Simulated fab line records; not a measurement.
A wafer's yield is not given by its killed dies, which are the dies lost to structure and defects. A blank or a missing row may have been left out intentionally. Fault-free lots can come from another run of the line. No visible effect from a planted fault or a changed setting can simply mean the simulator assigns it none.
fab line records | flow ritCmos
record: lots: 6 wafers: 18 lastDay: 7
route steps=202 shown SPACER@126 NSD@131 M1@202
lots that met no fault: taken from a fault-free run of the same line
startH: the number of hours between the record's first day and the start of the first shown wafer of the lot | waitH: how many hours have passed since the lot's step before this one | " as in the row above | L1.1+2: one row covering several wafers at once | - no value, or no start given | * or withheld: withheld | < > ~ a bound
route shown NAME@n: names a module that has steps shown in the file, with the first one's number in the route | usual: mean/standard deviation taken from wafers without a fault | same: alike in all rows | chamber/n: place in a boat | sites: readings site by site | _std_site: how widely they spread, as a standard deviation | _edge_site: the outer-site mean with the inner-site mean subtracted | radiusMm: how far each site lies from the wafer's centre | mask NAME#n: copy n | behind: tool/chamber where the wafer was last shaped | hold: what put the lot on hold/how long, in hours/how the hold closed | device: the n, p or np transistor that did not switch | end of line: the same wafers' tests at the end of the route | where a step has no rows: the recipe by itself | killed: dies that structure and defects cost at the first sort, which is not the same as the wafer's yield | map: a wafer's dies, marking killed ones x, the rest . and places with no die _
set.NAME: the setting as run; set.NAME@STEP: as run at that earlier step | model.NAME: the simulator's own value behind a step, which no gauge read
lots at some steps of the route; a table a step, a row a wafer
services: from which hour (startH, from the record's first day; less than 0 if before it) a tool's chamber was out of use, for how many hours, and why
== steps ==
step: RIT_SPACER_CLEAN_01
recipe: chemistry: dHF dilution: 50:1 timeS: 30
step: RIT_SPACER_CLEAN_02
recipe: chemistry: SC2 mix: 3:3:50 timeS: 600 tempC: 75 dry: n2Spin
step: RIT_SPACER_CVD_03
recipe: material: Si3N4 targetThkNm: 250 tempC: 810 precursor: SiH2Cl2/NH3 timeS: 3300 pressureMtorr: 300 sih2cl2FlowSccm: 60 nh3FlowSccm: 150
step: RIT_SPACER_THK_MEAS_04
recipe: reads: Si3N4_of_SPACER_CVD_03
usual: SPACER_NITRIDE_THK: 249.4/1.8
columns lot.wafer tool chamber startH waitH SPACER_NITRIDE_THK[nm]
L616.1 filmMetro-04 - 58.05 0.0 246.5
L616.2 " - " " 247.9
L616.3 " - " " 246.6
L620.3 filmMetro-03 - 77.03 0.0 248.0
L620.5 " - " " 248.5
L620.6 " - " " 248.6
L628.1 filmMetro-04 - 114.93 0.0 248.9
L628.4 " - " " 247.6
L628.5 " - " " 248.7
L629.2 filmMetro-04 - 122.01 0.0 251.3
L629.5 " - " " 250.7
L629.6 " - " " 250.5
L635.1 filmMetro-04 - 147.58 0.0 249.4
L635.3 " - " " 250.0
L635.6 " - " " 249.7
L636.1 filmMetro-02 - 155.00 0.0 246.2
L636.3 " - " " 245.5
L636.4 " - " " 246.0
step: RIT_SPACER_ETCHBACK_05
recipe: targetDepthA: 2500 SF6_flow_sccm: 30 CHF3_flow_sccm: 30 target: Si3N4 chemistry: SF6/CHF3 pressureMtorr: 40 rfW: 250 timeS: 240 stopOn: SiO2
usual: SF6_flow_sccm: 29.99/0.078 drypumpMotorCurrentA: 5.7/0.57 oesProductAu: 0.846/0.016 rfFwdPowerW: 249.2/0.78 throttleValvePct: 10.21/0.16
columns lot.wafer tool chamber startH waitH SF6_flow_sccm drypumpMotorCurrentA oesProductAu rfFwdPowerW rfHoursCounterH throttleValvePct
L616.1 rieDiel-03 1 58.11 0.1 30.18 5.3 0.833 248.4 8 10.15
L616.2 " 2 " " 29.98 6.6 0.828 248.3 5 10.37
L616.3 " 3 " " 30.06 4.9 0.858 250.1 54 9.95
L620.3 rieDiel-01 3 77.07 0.0 30.07 5.3 0.822 249.3 5 10.49
L620.5 " 0 " " 29.91 6.3 0.852 248.9 - 10.18
L620.6 " 3 " " 30.11 5.3 0.821 249.1 - 10.49
L628.1 rieDiel-03 0 114.99 0.1 29.93 5.2 0.837 249.8 24 10.18
L628.4 " 1 " " 30.04 5.3 0.838 248.7 9 10.14
L628.5 " 0 " " 30.06 5.2 0.837 248.0 - 10.18
L629.2 rieDiel-02 3 122.06 0.0 30.00 6.0 0.876 249.1 95 10.43
L629.5 " 2 " " 29.95 5.0 0.854 248.6 - 10.09
L629.6 " 1 " " 29.90 5.7 0.832 250.3 - 10.34
L635.1 rieDiel-01 0 147.64 0.1 29.92 6.3 0.859 249.3 87 10.18
L635.3 " 2 " " 30.08 5.3 0.862 250.9 133 10.03
L635.6 " 1 " " 30.09 6.5 0.839 249.9 - 10.28
L636.1 rieDiel-01 0 155.06 0.1 29.85 6.3 0.857 248.6 87 10.18
L636.3 " 3 " " 30.01 5.3 0.824 249.5 6 10.49
L636.4 " 2 " " 29.85 5.3 0.843 250.5 133 10.01
step: RIT_NSD_HMDS_00
recipe: primeTimeS: 60 primeTempC: 140
step: RIT_NSD_COAT_01
recipe: resist: NOVOLAK spinRpm: 3250 resistThkNm: 1000
step: RIT_NSD_SOFTBAKE_02
recipe: resist: NOVOLAK tempC: 90 timeS: 60
step: RIT_NSD_EXPOSE_03
recipe: maskId: M9 na: 0.57 targetCdNm: 40700 doseMj: 250
step: RIT_NSD_PEB_04
recipe: resist: NOVOLAK tempC: withheld timeS: withheld
step: RIT_NSD_DEVELOP_05
recipe: resist: NOVOLAK developTimeS: 50 devTempC: 23
step: RIT_NSD_OVL_MEAS_06
usual: NSD_OVL: 0.2/1.3
columns lot.wafer tool chamber startH waitH NSD_OVL[nm]
L616.1 overlay-01 - 59.11 - 0.4
L616.2 " - " " 0.3
L616.3 " - " " 2.6
L620.3 overlay-01 - 78.10 - -1.2
L620.5 " - " " 2.6
L620.6 " - " " 0.0
L628.1 overlay-01 - 115.99 - -1.6
L628.4 " - " " -0.1
L628.5 " - " " 0.0
L629.2 overlay-02 - 123.21 - 2.1
L629.5 " - " " 1.4
L629.6 " - " " 0.9
L635.1 overlay-02 - 148.77 - -0.7
L635.3 " - " " 1.7
L635.6 " - " " -0.8
L636.1 overlay-01 - 156.06 - 0.0
L636.3 " - " " -0.8
L636.4 " - " " 0.2
step: RIT_NSD_HARDBAKE_07
recipe: resist: NOVOLAK tempC: 140 timeS: 60
usual: exhaustPa: 45.0/0.98 heaterPowerTotalW: 62.54/0.054 plateTempC: 139.99/0.14
columns lot.wafer tool chamber startH waitH exhaustPa heaterPowerTotalW plateTempC model.NOVOLAK_of_NSD_COAT_01.thkNm
L616.1 lithoTrack-03 0 59.15 0.0 44.7 62.55 140.09 884.8
L616.2 " 0 " " 45.8 62.55 140.23 884.5
L616.3 " 0 " " 47.2 62.50 140.09 883.3
L620.3 lithoTrack-01 0 78.29 0.2 45.3 62.61 139.88 885.5
L620.5 " 0 " " 45.0 62.46 139.86 883.2
L620.6 " 0 " " 43.6 62.45 139.89 883.2
L628.1 lithoTrack-03 0 116.03 0.0 44.9 60.11 135.60 892.5
L628.4 " 0 " " 44.5 60.02 135.78 890.3
L628.5 " 0 " " 45.7 60.01 135.63 891.9
L629.2 lithoTrack-03 0 123.39 0.2 47.1 60.13 135.85 890.4
L629.5 " 0 " " 45.8 60.07 135.43 890.3
L629.6 " 0 " " 46.7 60.05 135.37 890.8
L635.1 lithoTrack-02 0 148.80 0.0 45.9 62.59 139.73 882.8
L635.3 " 0 " " 46.1 62.59 139.80 883.1
L635.6 " 0 " " 44.5 62.43 139.80 886.5
L636.1 lithoTrack-01 0 156.09 0.0 44.0 62.53 139.95 882.1
L636.3 " 0 " " 44.9 62.38 140.08 884.7
L636.4 " 0 " " 44.7 62.51 139.80 884.4
step: RIT_NSD_IMPLANT_08
recipe: species: P energyKev: 25 doseCm2: 1e+15 tiltDeg: 7
step: RIT_M1_PROBE_99
usual: killedAtFrontEnd: 6.6/3 killedDies: 6.6/3 killedOpen: 3.4/2 killedShort: 3.2/2
same: grossDies: 264 killed_at_M0_to_M3: 0 killed_at_M4_up: 0 killedAtBackSide: 0 killedAtContacts: 0 killedAtOther: 0
columns lot.wafer tool chamber startH waitH killedAtFrontEnd killedDies killedOpen killedShort
L616.1 prober-02 - 69.22 0.1 7 7 5 2
L616.2 prober-02 - 69.27 0.1 7 7 1 6
L616.3 prober-02 - 69.32 0.2 8 8 3 5
L620.3 prober-02 - 88.14 0.2 5 5 2 3
L620.5 prober-02 - 88.24 0.2 5 5 2 3
L620.6 prober-02 - 88.29 0.2 4 4 4 0
L628.1 prober-01 - 126.26 0.1 8 8 4 4
L628.4 prober-01 - 126.41 0.2 6 6 4 2
L628.5 prober-01 - 126.46 0.2 5 5 4 1
L629.2 prober-02 - 133.33 0.1 3 3 2 1
L629.5 prober-02 - 133.48 0.2 6 6 3 3
L629.6 prober-02 - 133.53 0.2 3 3 2 1
L635.1 prober-02 - 158.64 0.1 10 10 6 4
L635.3 prober-02 - 158.74 0.2 6 6 3 3
L635.6 prober-02 - 158.89 0.2 8 8 5 3
L636.1 prober-01 - 165.80 0.1 3 3 2 0
L636.3 prober-01 - 165.90 0.2 3 3 0 2
L636.4 prober-01 - 165.95 0.2 1 1 1 0
killed by level:class
L616.1 FOX1:geometricParticle:open=1 FOX2:geometricParticle:open=1 GATE:geometricParticle:short=1 GATE:geometricParticle:open=1 REOX:geometricParticle:open=1 SPACER:geometricParticle:short=1 SILICIDE:geometricParticle:open=1
L616.2 FOX2:geometricParticle:short=3 GATE:geometricParticle:short=3 REOX:geometricParticle:open=1
L616.3 GATE:geometricParticle:short=3 GATE:geometricParticle:open=2 REOX:geometricParticle:open=1 REOX:geometricParticle:short=1 SPACER:geometricParticle:short=1
L620.3 GATE:geometricParticle:open=1 GATE:geometricParticle:short=1 REOX:geometricParticle:short=1 SPACER:geometricParticle:short=1 SPACER:geometricParticle:open=1
L620.5 GATE:geometricParticle:short=3 FOX1:geometricParticle:open=1 FOX2:geometricParticle:open=1
L620.6 FOX1:geometricParticle:open=1 GATE:geometricParticle:open=1 REOX:geometricParticle:open=1 SILICIDE:geometricParticle:open=1
L628.1 GATE:geometricParticle:short=3 FOX1:geometricParticle:open=1 GATE:geometricParticle:open=1 REOX:geometricParticle:short=1 REOX:geometricParticle:open=1 SILICIDE:geometricParticle:open=1
L628.4 REOX:geometricParticle:open=2 FOX1:geometricParticle:short=1 GATE:geometricParticle:open=1 SILICIDE:geometricParticle:open=1 SILICIDE:geometricParticle:short=1
L628.5 SPACER:geometricParticle:open=2 FOX1:geometricParticle:open=1 SILICIDE:geometricParticle:short=1 SILICIDE:geometricParticle:open=1
L629.2 SPACER:geometricParticle:open=2 GATE:geometricParticle:short=1
L629.5 SPACER:geometricParticle:short=3 GATE:geometricParticle:open=1 REOX:geometricParticle:open=1 SPACER:geometricParticle:open=1
L629.6 FOX2:geometricParticle:open=1 GATE:geometricParticle:open=1 SPACER:geometricParticle:short=1
L635.1 GATE:geometricParticle:open=2 SILICIDE:geometricParticle:open=2 FOX1:geometricParticle:short=1 FOX2:geometricParticle:short=1 GATE:geometricParticle:short=1 REOX:geometricParticle:open=1 SPACER:geometricParticle:open=1 SILICIDE:geometricParticle:short=1
L635.3 FOX1:geometricParticle:short=2 FOX2:geometricParticle:short=1 GATE:geometricParticle:open=1 REOX:geometricParticle:open=1 SILICIDE:geometricParticle:open=1
L635.6 GATE:geometricParticle:open=2 FOX1:geometricParticle:open=1 FOX2:geometricParticle:short=1 GATE:geometricParticle:short=1 SPACER:geometricParticle:open=1 SILICIDE:geometricParticle:open=1 SILICIDE:geometricParticle:short=1
L636.1 GATE:geometricParticle:open=1 SPACER:geometricParticle:open=1 NSD:coatMicrobubblePrinted=1
L636.3 REOX:geometricParticle:short=1 SILICIDE:geometricParticle:short=1 NSD:coatMicrobubblePrinted=1
L636.4 GATE:geometricParticle:open=1
== services ==
columns tool chamber startH hours kind
rieDiel-01 1 35.75 48.8 repair
rieDiel-03 2 42.92 8.1 repair
rieDiel-02 3 60.54 7.6 repair
rieDiel-01 2 123.10 3.8 repair
rieDiel-01 0 139.81 2.8 repair
== key ==
firstSign: step: RIT_NSD_HARDBAKE_07 reading: heaterPowerTotalW direction: down sigmas: 46 usual: 62.54 struck: 60.07
effect: step: RIT_NSD_HARDBAKE_07 reading: plateTempC direction: down sigmas: 30 usual: * struck: *
modelEffect: step: RIT_NSD_HARDBAKE_07 value: NOVOLAK_of_NSD_COAT_01.thkNm without: 884 struck: 891
metAt RIT_NSD_HARDBAKE_07
struckWafers L628.1,L628.4,L628.5,L629.2,L629.5,L629.6
testerLeftOut L628,L629
onsetBetween 59.15 116.03
fault: kind: processParameterDrift tool: lithoTrack-03 chamber: - onsetH: 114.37 steps: RIT_NSD_HARDBAKE_07 channel: tempC offset: * shape: step endH: 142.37 actsIn: * stated: *
testerLeftOut: of these lots the tester's yield and bins aren't shown, on N5 and GAA mostly nor the transistor test; their killed dies are dies lost to structure and defects alone, not to doping, threshold or leakage, so they don't give the yield
